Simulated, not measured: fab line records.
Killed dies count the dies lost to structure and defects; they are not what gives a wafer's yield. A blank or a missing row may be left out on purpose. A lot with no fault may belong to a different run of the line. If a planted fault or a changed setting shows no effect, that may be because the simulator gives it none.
Shared-tool check ; flow rit_cmos ; Lots sampled 13, wafers sampled 39

== REASON IT WAS OPENED ==
At RIT_ACTIVE_THK_MEAS_04 the reading ACTIVE_NITRIDE_THK is flagged on 1 of 13 lots. Wafers without a fault read 150.2 nm, standard deviation 1.4.
Rule: a lot is flagged when every wafer of it that has a number lies more than 4 standard deviations from that mean, or none has a number. The rest of the lots are taken to be sound.

lot;measured;on;ACTIVE_NITRIDE_THK (nm), wafer by wafer;flag
L360;day 1 13:38;film_metro-02;152.0 151.9 151.6;
L361;day 1 18:44;film_metro-04;150.9 151.6 150.6;
L362;day 2 02:27;film_metro-02;149.9 150.9 151.2;
L363;day 2 05:04;film_metro-03;151.5 152.6 151.6;
L364;day 2 10:41;film_metro-04;152.9 153.2 155.5;
L366;day 2 20:41;film_metro-04;148.0 148.4 149.2;
L369;day 3 10:33;film_metro-04;149.7 150.9 150.6;
L370;day 3 16:58;film_metro-03;151.9 152.2 152.3;
L372;day 4 03:02;film_metro-04;149.1 150.7 149.0;
L374;day 4 14:12;film_metro-04;149.6 149.0 149.6;
L375;day 4 19:19;film_metro-04;149.0 148.0 149.3;
L377;day 5 04:01;film_metro-03;195.8 195.3 195.5;FLAGGED
L382;day 6 05:13;film_metro-04;148.8 149.0 149.2;
On average the flagged lots' numbers are 195.5 nm, which is +45.3 nm against the usual, or +32 standard deviations.

== EACH LOT AND THE TOOL IT RAN ON ==
The record holds 1 process step before the reading, out of a route of 202 steps. In each cell: the tool, then ch and the chambers that the sampled wafers went through, then the start.
lot;flag;RIT_ACTIVE_CVD_03
L360;;lpcvd-02 ch 1, day 1 12:12
L361;;lpcvd-02 ch 0, day 1 17:19
L362;;lpcvd-01 ch 0, day 2 01:02
L363;;lpcvd-02 ch 0, day 2 03:39
L364;;lpcvd-01 ch 0, day 2 09:15
L366;;lpcvd-01 ch 1, day 2 19:17
L369;;lpcvd-02 ch 0, day 3 09:07
L370;;lpcvd-02 ch 0, day 3 15:33
L372;;lpcvd-01 ch 1, day 4 00:54
L374;;lpcvd-02 ch 0, day 4 12:47
L375;;lpcvd-01 ch 0, day 4 17:54
L377;FLAGGED;lpcvd-02 ch 0, day 5 02:35
L382;;lpcvd-01 ch 0, day 6 03:48
These steps, and what they do:
- RIT_ACTIVE_CVD_03: deposits Si3N4 from SiH2Cl2/NH3, target thk 150 nm, time 1500 s.
- RIT_ACTIVE_THK_MEAS_04

== FLAGGED AGAINST TOTAL, ONE TOOL AT A TIME (gauges that did the reading follow at the end) ==
step;tool;lots run;flagged;share of the flagged lots;sound lots run after its first flagged lot
RIT_ACTIVE_CVD_03;lpcvd-01;6;0;none;-
RIT_ACTIVE_CVD_03;lpcvd-02;7;1;all;0
RIT_ACTIVE_THK_MEAS_04;film_metro-02;2;0;none;-
RIT_ACTIVE_THK_MEAS_04;film_metro-03;3;1;all;0
RIT_ACTIVE_THK_MEAS_04;film_metro-04;8;0;none;-

== THE TABLE: WHAT IT ALLOWS ==
2 rows of the table ran every flagged lot: lpcvd-02 at RIT_ACTIVE_CVD_03, film_metro-03 at RIT_ACTIVE_THK_MEAS_04.
- lpcvd-02 at RIT_ACTIVE_CVD_03 ran 7 lots, 1 of them flagged. Its last sound lot is L374 (day 4 12:47), its first flagged lot L377 (day 5 02:35): a fault that began between those two fits. Its own readings lie more than 4 standard deviations out on every wafer of the flagged lots: spike_tc_centre_C, spike_tc_load_C, spike_tc_source_C, susceptor_temp_C.
- film_metro-03 at RIT_ACTIVE_THK_MEAS_04 ran 3 lots, 1 of them flagged. Its last sound lot is L370 (day 3 16:58), its first flagged lot L377 (day 5 04:01): a fault that began between those two fits.
Counting lots can't tell these 2 tools apart, because each fits a fault that began at some hour. More lots, or a look at what each step does to the wafer, might.

== WHAT WAS PUT IN BY THE SIMULATOR ==
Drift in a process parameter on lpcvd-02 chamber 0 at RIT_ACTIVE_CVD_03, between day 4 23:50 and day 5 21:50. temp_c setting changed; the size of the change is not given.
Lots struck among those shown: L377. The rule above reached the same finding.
